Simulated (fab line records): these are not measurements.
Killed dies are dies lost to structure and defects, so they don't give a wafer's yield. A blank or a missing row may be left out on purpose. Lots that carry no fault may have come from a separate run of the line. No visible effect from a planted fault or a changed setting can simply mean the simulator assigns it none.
Problem report in the 8D (eight disciplines) form, filled by code || flow ritCmos || the parts of the form that need people (team, actions taken, sign-off) are left out

## 1. WHAT WENT WRONG
GATE_OXIDE_THK at RIT_GATE_THK_MEAS_07 reads a mean of 4.87 nm on 6 wafers of 2 lots; wafers without a fault read 3.01 nm with a standard deviation of 0.067. Relative to the usual mean, that is a shift of +28 standard deviations.
Seen first at day 5 22:24 on filmMetro-03, wafer L521.3. The record holds 42 wafers of 14 lots with a number at this step. Rule for "out", or "out of limits": more than 4 standard deviations from the usual mean. The rest of the wafers with a number are treated as sound.

## 2. WHAT IT IS, AND WHAT IT ISN'T
{"question": "which readings at this step", "is": "GATE_OXIDE_THK", "is not": "-"}
{"question": "which lots", "is": "L521, L522", "is not": "L505, L506, L507, L509, L510, L511, L513, L516, L523, L524, L526, L527"}
{"question": "which wafers of those lots", "is": "all that have a number", "is not": "-"}
{"question": "read on which gauges", "is": "filmMetro-03", "is not": "filmMetro-01, filmMetro-04"}
{"question": "when", "is": "from day 5 22:24", "is not": "up to then (24 sound wafers); but 12 sound wafers of L523, L524, L526, L527 came after"}

## 3. WHAT RULES OUT EACH SUSPECT
Counting: a tool at a process step up to the reading stays a suspect if it ran every lot that is out and no sound lot after the first of them.
- the gauge at RIT_GATE_THK_MEAS_07: kept. All the wafers that are out were read on filmMetro-03, and no step on other tools shows them out.
- furnace-01 at RIT_GATE_OXIDATION_05 (target thk 3 nm, ox time 270 s): kept. It ran every lot that is out, first L521 (day 5 21:03), and no sound lot after that; its last sound lot up to then is L516 (day 4 20:41).
What counting leaves: furnace-01 at RIT_GATE_OXIDATION_05 and filmMetro-03 at RIT_GATE_THK_MEAS_07.

## 4. THE CAUSE (what the simulator had put in)
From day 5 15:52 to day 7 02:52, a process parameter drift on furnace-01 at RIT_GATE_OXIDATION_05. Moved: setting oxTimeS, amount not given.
This tool is one of the 2 suspects left after counting.

## 5. SEQUENCE OF EFFECTS, ordered by route
Each row: a reading where the mean over the struck wafers with a number is more than 3 standard deviations away from the usual. Only readings whose record carries a usual standard deviation are examined. hours: median over the lots of the time between each lot's start at the first step of this table that gives one and its start at this step. sigmas: the change, counted in usual standard deviations.
{"hours": 0, "step": "RIT_GATE_THK_MEAS_07", "reading": "GATE_OXIDE_THK", "usual": "3.01 nm", "on struck wafers": 4.87, "change": "+1.86", "sigmas": "+28"}

## 6. HOW IT WOULD HAVE BEEN CAUGHT EARLIER
7 hours passed between the start of the fault at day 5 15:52 and the first reading out of limits at a measuring or inspecting step in this record, taken at day 5 22:24.
Of the tool readings at RIT_GATE_OXIDATION_05 for which the record gives a usual standard deviation, none was out on any struck wafer, so an alarm limit of 4 standard deviations on them would not have fired.
Lots out: 2; of these, L522 started RIT_GATE_OXIDATION_05 on furnace-01 after day 5 22:24. A hold on the tool at that time would have spared it.
